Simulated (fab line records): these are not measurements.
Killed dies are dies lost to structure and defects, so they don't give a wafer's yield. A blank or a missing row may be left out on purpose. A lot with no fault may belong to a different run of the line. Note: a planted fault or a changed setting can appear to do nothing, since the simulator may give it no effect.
Split-lot experiment    flow rit_cmos    route with 202 steps; 5 lots, 23 wafers read

SPLIT DETAILS
At RIT_PRETRO_COAT_01 (resist thk 1300 nm), the setting spin_rpm was moved away from the recipe's 2000 rpm on 10 of the 23 wafers read, by -6.3% to +6.5%. This setting was run at the recipe's value on the other wafers.

FROM THE SPLIT TO THE READING: what the file shows between them, 3 steps
- RIT_PRETRO_SOFTBAKE_02: time 61.8 s
- RIT_PRETRO_EXPOSE_03: exposes mask M5, target cd 43700 nm
- RIT_PRETRO_DEVELOP_05: develop time 68 s

THE READING
NOVOLAK_of_PRETRO_COAT_01.thk_nm (the simulator's own value, which no gauge read), in nm, at RIT_PRETRO_HARDBAKE_07 (time 120 s). There is no usual value for it anywhere in the file. Across the 13 wafers here that went through the recipe, the average is 1138 nm and the standard deviation 2.8 nm.

wafer   tool, chamber at the split  spin_rpm as run, rpm  against the recipe  NOVOLAK_of_PRETRO_COAT_01.thk_nm, nm  against lot-mates on the recipe
L075.1  litho_track-01, 0           2129                  +6.5%               1095                                  -38
L075.2  litho_track-01, 0           2000                  recipe              1133                                  -
L075.5  litho_track-01, 0           2000                  recipe              1133                                  -
L075.3  litho_track-01, 0           2129                  +6.5%               1097                                  -36
L075.6  litho_track-01, 0           2129                  +6.5%               1096                                  -37
L078.1  litho_track-04, 0           2000                  recipe              1136                                  -
L078.5  litho_track-04, 0           2000                  recipe              1136                                  -
L078.2  litho_track-04, 0           1873                  -6.3%               1173                                  +36
L078.4  litho_track-04, 0           2000                  recipe              1138                                  -
L078.6  litho_track-04, 0           1873                  -6.3%               1174                                  +37
L081.2  litho_track-04, 0           1941                  -2.9%               1157                                  +17
L081.3  litho_track-04, 0           1941                  -2.9%               1156                                  +16
L081.4  litho_track-04, 0           2000                  recipe              1139                                  -
L081.5  litho_track-04, 0           2000                  recipe              1141                                  -
L081.6  litho_track-04, 0           2000                  recipe              1140                                  -
L084.2  litho_track-04, 0           2000                  recipe              1140                                  -
L084.3  litho_track-04, 0           2000                  recipe              1136                                  -
L084.5  litho_track-04, 0           2000                  recipe              1137                                  -
L085.1  litho_track-03, 0           2121                  +6.0%               1109                                  -32
L085.2  litho_track-03, 0           2000                  recipe              1140                                  -
L085.3  litho_track-03, 0           2121                  +6.0%               1108                                  -33
L085.5  litho_track-03, 0           2121                  +6.0%               1107                                  -34
L085.6  litho_track-03, 0           2000                  recipe              1142                                  -

FIT RESULTS
A straight line over all 23 wafers: NOVOLAK_of_PRETRO_COAT_01.thk_nm changes by -5.76 nm for each +1% of spin_rpm; r = -0.99; the points scatter about the line by 3.5 nm.
The same after taking each lot's own level away (the mean of its wafers on the recipe; 23 wafers): -5.66 nm for each +1%; r = -1.00; scatter 1.1 nm.
According to that fit, moving spin_rpm by its largest amount changes the reading by 37 nm.
The span of the lots' own levels, 1133.0 to 1141.0 nm, comes to 2.9 times the standard deviation stated above.
Consequently the slope shifts little with the lot-to-lot level, the two slopes agreeing.
Check: -36.1 nm against its lot-mates is what the line predicts for one of the wafers moved furthest among these (+6.5%) when that wafer is left out of the fit. Against them it came out at -38 nm.

OTHER SPLITS APPLIED TO THESE WAFERS
Note: prior to the reading, these wafers also went through further splits. Each is held against what the fit with the lots' levels taken away leaves over:
other split on the same wafers   wafers away from the commonest value  r with NOVOLAK_of_PRETRO_COAT_01.thk_nm (lot level and that fit taken away)
RIT_ACTIVE_COAT_06 spin_rpm      3                                     +0.00
RIT_ACTIVE_SOFTBAKE_07 temp_c    8                                     -0.21
RIT_FOX1_OXIDATION_00 temp_c     10                                    -0.20
RIT_PWELL_SOFTBAKE_02 temp_c     9                                     -0.22
RIT_PWELL_IMPLANT_08 energy_kev  9                                     -0.21

THE WHOLE CHAIN: every reading that the file lists as answering this split, in the file's order
step                    what it does        reading                                                                            change (the file's fit)               r (the file's)
RIT_PRETRO_COAT_01      resist thk 1300 nm  NOVOLAK_of_PRETRO_COAT_01.thk_nm (the simulator's own value, which no gauge read)  -6.58 nm for each +1% of the setting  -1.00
RIT_PRETRO_HARDBAKE_07  time 120 s          NOVOLAK_of_PRETRO_COAT_01.thk_nm (the simulator's own value, which no gauge read)  -5.67 nm for each +1% of the setting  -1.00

FILE'S OWN FIT
NOVOLAK_of_PRETRO_COAT_01.thk_nm changes by -5.67 nm for each +1% of spin_rpm, r = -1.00.
